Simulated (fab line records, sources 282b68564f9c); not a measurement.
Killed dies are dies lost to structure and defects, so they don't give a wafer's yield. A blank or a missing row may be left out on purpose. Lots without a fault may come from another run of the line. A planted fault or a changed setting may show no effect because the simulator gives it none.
Split-lot experiment | flow rit_cmos | 5 lots, 23 wafers read, on a route of 202 steps

THE SPLIT
At RIT_PWELL_COAT_01 (resist thk 1300 nm), the setting resist_thk_nm was moved away from the recipe's 1300 nm on 7 of the 23 wafers read, by -3.4% to +5.8%. The other wafers ran this setting at the recipe's value.

FROM THE SPLIT TO THE READING: what the file shows between them, 3 steps
- RIT_PWELL_SOFTBAKE_02: time 60 s
- RIT_PWELL_EXPOSE_03: exposes mask M3, target cd 43700 nm
- RIT_PWELL_DEVELOP_05: develop time 68 s

THE READING
NOVOLAK_of_PWELL_COAT_01.thk_nm (the simulator's own value, which no gauge read), in nm, at RIT_PWELL_HARDBAKE_07 (time 120 s). The file gives no usual value for it. The 16 wafers here that ran the recipe average 1137 nm, standard deviation 2.1 nm.

wafer  | tool, chamber at the split | resist_thk_nm as run, nm | against the recipe | NOVOLAK_of_PWELL_COAT_01.thk_nm, nm | against lot-mates on the recipe
L075.1 | litho_track-04, 0          | 1300                     | recipe             | 1135                                | -
L075.2 | litho_track-04, 0          | 1300                     | recipe             | 1135                                | -
L075.6 | litho_track-04, 0          | 1300                     | recipe             | 1135                                | -
L075.4 | litho_track-04, 0          | 1300                     | recipe             | 1136                                | -
L075.5 | litho_track-04, 0          | 1300                     | recipe             | 1134                                | -
L076.1 | litho_track-02, 0          | 1300                     | recipe             | 1139                                | -
L076.3 | litho_track-02, 0          | 1300                     | recipe             | 1139                                | -
L076.2 | litho_track-02, 0          | 1256                     | -3.4%              | 1098                                | -40
L076.4 | litho_track-02, 0          | 1300                     | recipe             | 1137                                | -
L076.6 | litho_track-02, 0          | 1256                     | -3.4%              | 1099                                | -39
L078.1 | litho_track-04, 0          | 1280                     | -1.5%              | 1119                                | -16
L078.4 | litho_track-04, 0          | 1280                     | -1.5%              | 1119                                | -16
L078.2 | litho_track-04, 0          | 1300                     | recipe             | 1135                                | -
L078.3 | litho_track-04, 0          | 1300                     | recipe             | 1134                                | -
L078.5 | litho_track-04, 0          | 1280                     | -1.5%              | 1120                                | -14
L081.1 | litho_track-04, 0          | 1375                     | +5.8%              | 1200                                | +64
L081.2 | litho_track-04, 0          | 1300                     | recipe             | 1136                                | -
L081.4 | litho_track-04, 0          | 1300                     | recipe             | 1136                                | -
L081.3 | litho_track-04, 0          | 1300                     | recipe             | 1135                                | -
L081.5 | litho_track-04, 0          | 1375                     | +5.8%              | 1201                                | +65
L085.1 | litho_track-02, 0          | 1300                     | recipe             | 1140                                | -
L085.6 | litho_track-02, 0          | 1300                     | recipe             | 1140                                | -
L085.4 | litho_track-02, 0          | 1300                     | recipe             | 1139                                | -

THE FIT
A straight line over all 23 wafers: NOVOLAK_of_PWELL_COAT_01.thk_nm changes by +11.1 nm for each +1% of resist_thk_nm; r = +1.00; the points scatter about the line by 1.8 nm.
The same after taking each lot's own level away (the mean of its wafers on the recipe; 23 wafers): +11.3 nm for each +1%; r = +1.00; scatter 1.1 nm.
On that fit, the largest move of resist_thk_nm shifts the reading by 65 nm.
The lots' own levels span 1134.5 to 1139.7 nm, that is 2.5 times the standard deviation above.
So the lot-to-lot level changes the slope little: the two slopes agree.
Check: with one of the wafers moved furthest among these (+5.8%) left out of the fit, the line predicts +65.6 nm for it against its lot-mates. It came out at +64.3 nm against them.

OTHER SPLITS ON THESE WAFERS
These wafers also went through other splits before the reading. Each is held against what the fit with the lots' levels taken away leaves over:
other split on the same wafers  | wafers away from the commonest value | r with NOVOLAK_of_PWELL_COAT_01.thk_nm (lot level and that fit taken away)
RIT_ACTIVE_EXPOSE_08 dose_mj    | 10                                   | +0.05
RIT_NWELL_COAT_01 resist_thk_nm | 8                                    | -0.07
RIT_NWELL_IMPLANT_08 dose_cm2   | 12                                   | -0.09

THE WHOLE CHAIN: every reading that the file lists as answering this split, in the file's order
step                  | what it does       | reading                                                                          | change (the file's fit)              | r (the file's)
RIT_PWELL_COAT_01     | resist thk 1300 nm | NOVOLAK_of_PWELL_COAT_01.thk_nm (the simulator's own value, which no gauge read) | +13.1 nm for each +1% of the setting | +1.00
RIT_PWELL_HARDBAKE_07 | time 120 s         | NOVOLAK_of_PWELL_COAT_01.thk_nm (the simulator's own value, which no gauge read) | +11.3 nm for each +1% of the setting | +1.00

THE FILE'S OWN FIT
NOVOLAK_of_PWELL_COAT_01.thk_nm changes by +11.3 nm for each +1% of resist_thk_nm, r = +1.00.
